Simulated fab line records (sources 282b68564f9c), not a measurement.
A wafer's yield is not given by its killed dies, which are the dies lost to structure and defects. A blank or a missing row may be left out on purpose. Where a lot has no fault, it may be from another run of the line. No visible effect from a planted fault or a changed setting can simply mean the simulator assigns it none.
A lot that was struck, set against a sound lot ; flow ritCmos ; 18 out of 202 route steps
Sound: these wafers, L449.1, L449.3, L449.4. The struck wafers were L458.2, L458.3, L458.4. The cause is given at the end.
For every step that has rows: the tool of each side, followed by ch and its chambers, followed by its first start. Under that, the readings that differ: sound wafers ; struck wafers ; difference of the means ; sigmas: that difference in standard deviations of wafers without a fault.
alike: a reading whose means differ by less than 2 such deviations, as well as words and numbers matching on both sides. not compared: withheld readings; readings where some wafer has no value; bounds like >300 that might hide an equal value; numbers whose values overlap and for which the record gives no deviation.
The two part at a step that has a row with sigmas, a row that says differs or no value, or rows on one side only. Numbers that don't overlap but have no deviation are shown without sigmas and don't part them. A reading that every wafer of one side lacks parts them only if that side has two wafers or more.

first, 1 step without rows for these wafers: RIT_GATE_CLEAN_04 (cleans in dHF, time 60 s).
RIT_FOX2_THK_MEAS_91:
  struck on filmMetro-03, day 4 06:01; sound on filmMetro-03, day 2 09:47
  alike: FIELD_OXIDE_LEFT_2_THK
then, 2 steps without rows for these wafers: RIT_GATE_OXIDATION_05 (target thk 3 nm, ox time 270 s); RIT_GATE_ANNEAL_06 (time 600 s).
RIT_GATE_THK_MEAS_07:
  struck on filmMetro-04, day 4 08:49; sound on filmMetro-01, day 2 11:10
  alike: GATE_OXIDE_THK
then, 1 step without rows for these wafers: RIT_GATE_CVD_08 (deposits poly-Si from SiH4, target thk 250 nm, time 2220 s).
RIT_GATE_THK_MEAS_09:
  struck on filmMetro-01, day 4 11:23; sound on filmMetro-01, day 2 13:14
  alike: GATE_POLY_THK
then, 5 steps without rows for these wafers: RIT_GATE_HMDS_10 (prime time 60 s); RIT_GATE_COAT_11 (resist thk 850 nm); RIT_GATE_SOFTBAKE_12 (time 60 s); RIT_GATE_EXPOSE_13 (exposes mask M6, target cd 150 nm); RIT_GATE_PEB_14.
RIT_GATE_DEVELOP_15: develop time 50 s.
  sound on lithoTrack-04 ch 0, day 2 14:00; struck on lithoTrack-04 ch 0, day 4 12:00
RIT_GATE_OVL_MEAS_17:
  struck on overlay-01, day 4 12:25; sound on overlay-01, day 2 14:23
  alike: GATE_OVL
then, 1 step without rows for these wafers: RIT_GATE_HARDBAKE_18 (time 60 s).
RIT_GATE_ETCH_19: etches poly-Si in SF6/CHF3/O2, stops on SiO2, time 165 s, target depth 312.5 nm.
  sound on rieSi-02 ch 0,1,2, day 2 14:34; struck on rieSi-01 ch 1,2,3, day 4 12:35
  alike: chamberPressureMTorr, drypumpMotorCurrentA, oesProductAu, throttleValvePct
  not compared: rfHoursCounterH
RIT_GATE_STRIP_20: strips in O2, time 180 s.
  sound on plasmaAsher-01 ch 0,1, day 2 14:41; struck on plasmaAsher-01 ch 0,1, day 4 12:42
  alike: chamberPressureMTorr, drypumpMotorCurrentA
  not compared: rfHoursCounterH
RIT_M1_PROBE_99:
  the record has rows for the struck wafers here (prober-02, day 5 09:31) and none for the sound ones

WHERE THEY PART
Within this record, at RIT_M1_PROBE_99 only.

WHY: what had been put in by the simulator
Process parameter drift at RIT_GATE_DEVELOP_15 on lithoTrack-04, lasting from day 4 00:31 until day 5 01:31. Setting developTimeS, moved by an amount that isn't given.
